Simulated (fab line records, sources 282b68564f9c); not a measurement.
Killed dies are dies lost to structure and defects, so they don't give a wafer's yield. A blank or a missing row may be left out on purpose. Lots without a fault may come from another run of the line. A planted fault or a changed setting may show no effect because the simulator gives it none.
fab line records | flow rit_cmos
record lots=14 wafers=42 last_day=8
route steps=202 shown GATE@95
lots that met no fault: from a run of the same line without faults
start_h: hours from the record's first day to the start of the lot's first wafer shown | wait_h: hours since the lot's step before | " the same as in the row above | L1.1+2: a row that stands for several wafers | - no value, or no start given | * or withheld: withheld | < > ~ a bound
route shown NAME@n: a module of which the file shows steps, and the number in the route of the first | usual: mean/standard deviation of fault-free wafers | same: alike in all rows | chamber/n: place in a boat | sites: the reading at each site | _std_site: their standard deviation | _edge_site: outer sites' mean less inner sites' | radius_mm: how far each site lies from the wafer's centre | mask NAME#n: copy n | behind: the tool/chamber that last shaped the wafer | hold: why the lot was held/for how many hours/how that ended | device: the transistor (n, p or np) that didn't switch | end of line: the same wafers' tests at the end of the route | a step without rows: its recipe alone | killed: dies lost to structure and defects at the first sort, not the wafer's yield | map: a wafer's dies, x killed, . not, _ none there
set.NAME: the setting as run; set.NAME@STEP: as run at that earlier step | model.NAME: the simulator's own value behind a step, which no gauge read
steps of the route over a sample of lots; a table a step, a row a wafer
services: from which hour (start_h, from the record's first day; less than 0 if before it) a tool's chamber was out of use, for how many hours, and why
## steps
# step RIT_GATE_ETCH_19
# recipe chemistry=SF6/CHF3/O2 time_s=165 SF6_flow_sccm=30 CHF3_flow_sccm=30 O2_flow_sccm=5 target=poly-Si pressure_mtorr=40 rf_w=160 target_depth_a=3125 over_etch_frac=0.25 stop_on=SiO2
# usual drypump_motor_current_A=5.4/0.54 oes_product_au=0.831/0.012 rf_fwd_power_W=159.4/0.48 throttle_valve_pct=10.30/0.11
# columns lot.wafer tool chamber start_h wait_h drypump_motor_current_A oes_product_au rf_fwd_power_W rf_hours_counter_h throttle_valve_pct
L950.3 rie_si-02 1 36.32 0.1 4.9 0.819 159.6 84 10.27
L950.4 " 2 " " 5.2 0.835 159.8 143 10.28
L950.6 " 1 " " 4.9 0.822 159.4 - 10.28
L952.1 rie_si-02 1 46.87 0.1 4.9 0.810 158.8 84 10.27
L952.2 " 0 " " 5.5 0.840 159.0 8 10.17
L952.6 " 1 " " 4.9 0.809 159.2 - 10.28
L955.3 rie_si-01 3 61.93 0.1 4.9 0.833 158.7 124 10.39
L955.4 " 0 " " 6.6 0.825 158.8 56 10.51
L955.5 " 2 " " 5.8 0.834 159.6 - 10.26
L956.2 rie_si-02 3 66.02 0.1 5.0 0.822 159.8 32 10.37
L956.5 " 2 " " 5.2 0.840 160.6 - 10.27
L956.6 " 1 " " 4.9 0.804 159.0 - 10.27
L957.1 rie_si-01 1 72.58 0.1 5.1 0.829 159.2 154 10.17
L957.3 " 2 " " 5.8 0.832 160.6 48 10.25
L957.4 " 0 " " 6.6 0.834 159.3 57 10.51
L958.1 rie_si-02 1 77.97 0.1 5.0 0.823 159.5 85 10.25
L958.2 " 2 " " 5.2 0.850 159.2 143 10.29
L958.4 " 3 " " 4.9 0.832 159.7 32 10.37
L959.2 rie_si-02 2 83.16 0.1 5.2 0.843 160.4 143 10.27
L959.4 " 0 " " 5.5 0.838 159.1 8 10.18
L959.6 " 2 " " 5.2 0.847 159.7 - 10.27
L960.3 rie_si-02 3 86.40 0.1 5.0 0.816 159.5 32 10.38
L960.4 " 2 " " 5.2 0.841 159.8 144 10.27
L960.6 " 0 " " 5.5 0.829 158.6 - 10.15
L961.4 rie_si-01 2 92.04 0.1 5.8 0.820 158.9 - 10.25
L961.5 " 3 " " 4.9 0.842 159.3 - 10.38
L961.6 " 0 " " 6.6 0.816 159.4 - 10.49
L963.2 rie_si-01 3 101.94 0.1 4.9 0.828 158.2 125 10.38
L963.3 " 0 " " 6.6 0.821 159.7 57 10.52
L963.5 " 2 " " 5.8 0.828 159.9 - 10.25
L968.3 rie_si-02 3 130.31 0.1 4.9 0.815 133.8 33 10.37
L968.5 " 3 " " 4.9 0.810 133.1 - 10.36
L968.6 " 2 " " 5.2 0.841 159.4 - 10.28
L970.1 rie_si-02 1 140.21 0.1 4.9 0.819 159.3 85 10.27
L970.2 " 3 " " 5.0 0.827 134.2 33 10.37
L970.4 " 1 " " 4.9 0.819 159.6 - 10.27
L971.2 rie_si-01 3 145.39 0.1 4.9 0.833 160.2 125 10.39
L971.4 " 2 " " 5.8 0.833 159.2 - 10.26
L971.6 " 1 " " 5.2 0.860 160.1 - 10.17
L973.3 rie_si-01 2 163.53 0.1 5.8 0.817 159.6 48 10.25
L973.4 " 0 " " 6.6 0.821 159.9 - 10.50
L973.6 " 1 " " 5.1 0.848 159.5 - 10.18
## services
# columns tool chamber start_h hours kind
rie_si-01 - 81.76 5.2 repair
rie_si-01 1 90.24 - clean
rie_si-01 1 90.24 17.0 scheduled_down
rie_si-01 1 90.24 17.0 vent_cycle
rie_si-01 2 127.57 4.7 repair
rie_si-01 0 135.67 13.0 repair
rie_si-02 2 139.63 - clean
rie_si-02 2 139.63 24.3 scheduled_down
rie_si-02 2 139.63 24.3 vent_cycle
rie_si-01 3 158.92 5.5 repair
## key
first_sign step=RIT_GATE_ETCH_19 reading=rf_fwd_power_W direction=down sigmas=53 usual=159.4 struck=133.7
effect none on later readings
met_at RIT_GATE_ETCH_19
struck_lots L968,L970
struck_wafers L968.3,L968.5,L970.2
tester_left_out L968,L970
onset_between 86.40 130.31
fault kind=process_parameter_drift tool=rie_si-02 chamber=3 onset_h=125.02 steps=RIT_GATE_ETCH_19 channel=rf_w offset=-25.6 shape=step end_h=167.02 stated=160
# tester_left_out: of these lots the tester's yield and bins aren't shown, on N5 and GAA mostly nor the transistor test; their killed dies are dies lost to structure and defects alone, not to doping, threshold or leakage, so they don't give the yield
